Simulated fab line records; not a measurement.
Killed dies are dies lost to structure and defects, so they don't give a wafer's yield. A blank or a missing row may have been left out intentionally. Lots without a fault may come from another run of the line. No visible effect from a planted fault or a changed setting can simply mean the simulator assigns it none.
fab line records | flow rit_cmos
[record] lots = 15 wafers = 45 last_day = 8
route steps=202 shown PSD@149
lots untouched by any fault: they come from a run of this same line in which no faults occurred
start_h: hours from the record's first day to the start of the lot's first wafer shown | wait_h: hours since the lot's step before | " unchanged from the row above | L1.1+2: several wafers, shown together as one row | - no value present, or no start provided | * or withheld: withheld | < > ~ a bound
route shown NAME@n: names a module that has steps shown in the file, with the first one's number in the route | usual: mean/standard deviation taken from wafers without a fault | same: alike in all rows | chamber/n: place in a boat | sites: each site's reading | _std_site: standard deviation of those values | _edge_site: the outer-site mean with the inner-site mean subtracted | radius_mm: how far each site lies from the wafer's centre | mask NAME#n: copy n | behind: tool/chamber where the wafer was last shaped | hold: cause of the lot's hold/its duration in hours/its outcome | device: transistor that didn't switch, given as n, p or np | end of line: the tests these same wafers got at the end of their route | for a step that has no rows: nothing shown but its recipe | killed: the dies lost at the first sort to structure and to defects; this is not the yield of the wafer | map: dies across one wafer; x = killed, . = not, _ = none there
set.NAME: the setting as run; set.NAME@STEP: as run at that earlier step | model.NAME: the simulator's own value behind a step, which no gauge read
a sample of lots followed through the steps of the route, with each step as a table and each wafer as a row
[[steps]]
[step RIT_PSD_HARDBAKE_07]
[recipe] resist = NOVOLAK temp_c = 140 time_s = 60
[usual] heater_power_total_W = 62.55/0.045 plate_temp_C = 139.98/0.14
// columns lot.wafer tool chamber start_h wait_h heater_power_total_W plate_temp_C
L993.1 litho_track-01 0 50.31 0.0 62.48 139.95
L993.5 " 0 " " 62.59 139.89
L993.6 " 0 " " 62.53 139.93
L994.1 litho_track-02 0 55.12 0.0 62.57 139.84
L994.3 " 0 " " 62.55 140.03
L994.5 " 0 " " 62.52 139.87
L995.2 litho_track-04 0 64.80 0.0 62.53 140.10
L995.3 " 0 " " 62.60 140.20
L995.6 " 0 " " 62.52 139.95
L996.4 litho_track-01 0 70.94 0.1 62.61 139.96
L996.5 " 0 " " 62.57 139.77
L996.6 " 0 " " 62.43 140.06
L997.2 litho_track-04 0 77.09 0.1 62.57 140.12
L997.5 " 0 " " 62.54 140.28
L997.6 " 0 " " 62.60 140.10
L999.3 litho_track-02 0 84.75 0.1 62.49 139.80
L999.4 " 0 " " 62.62 139.93
L999.6 " 0 " " 62.54 139.98
L100.1 litho_track-04 0 89.88 0.0 62.49 140.00
L100.2 " 0 " " 62.61 140.15
L100.3 " 0 " " 62.48 139.98
L101.1 litho_track-02 0 97.24 0.0 62.50 140.17
L101.2 " 0 " " 62.48 140.14
L101.6 " 0 " " 62.55 140.33
L106.1 litho_track-04 0 120.54 0.0 59.71 135.40
L106.3 " 0 " " 59.75 135.23
L106.5 " 0 " " 59.80 135.09
L108.2 litho_track-04 0 135.28 0.0 59.64 135.17
L108.4 " 0 " " 59.73 135.14
L108.5 " 0 " " 59.82 135.10
L107.2 litho_track-04 0 135.75 0.0 59.73 134.89
L107.3 " 0 " " 59.75 134.90
L107.4 " 0 " " 59.70 135.01
L112.2 litho_track-02 0 161.27 0.1 62.54 139.95
L112.4 " 0 " " 62.56 140.00
L112.5 " 0 " " 62.56 140.29
L114.1 litho_track-01 0 173.31 0.0 62.54 139.91
L114.3 " 0 " " 62.58 140.00
L114.4 " 0 " " 62.54 139.96
L115.1 litho_track-01 0 184.37 0.0 62.61 140.28
L115.3 " 0 " " 62.50 139.98
L115.4 " 0 " " 62.60 140.08
L116.3 litho_track-02 0 186.16 0.1 62.54 139.98
L116.4 " 0 " " 62.57 139.77
L116.5 " 0 " " 62.59 139.90
[[key]]
[first_sign] step = RIT_PSD_HARDBAKE_07 reading = heater_power_total_W direction = down sigmas = 63 usual = 62.55 struck = 59.74
[effect] step = RIT_PSD_HARDBAKE_07 reading = plate_temp_C direction = down sigmas = 36 usual = * struck = *
met_at RIT_PSD_HARDBAKE_07
struck_lots L106,L107,L108
tester_left_out L106,L107,L108
onset_between 89.88 120.54
[fault] kind = process_parameter_drift tool = litho_track-04 chamber = - onset_h = 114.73 steps = RIT_PSD_HARDBAKE_07 channel = temp_c offset = * shape = step end_h = 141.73 acts_in = * stated = *
// tester_left_out: of these lots the tester's yield and bins aren't shown, on N5 and GAA mostly nor the transistor test; their killed dies are dies lost to structure and defects alone, not to doping, threshold or leakage, so they don't give the yield
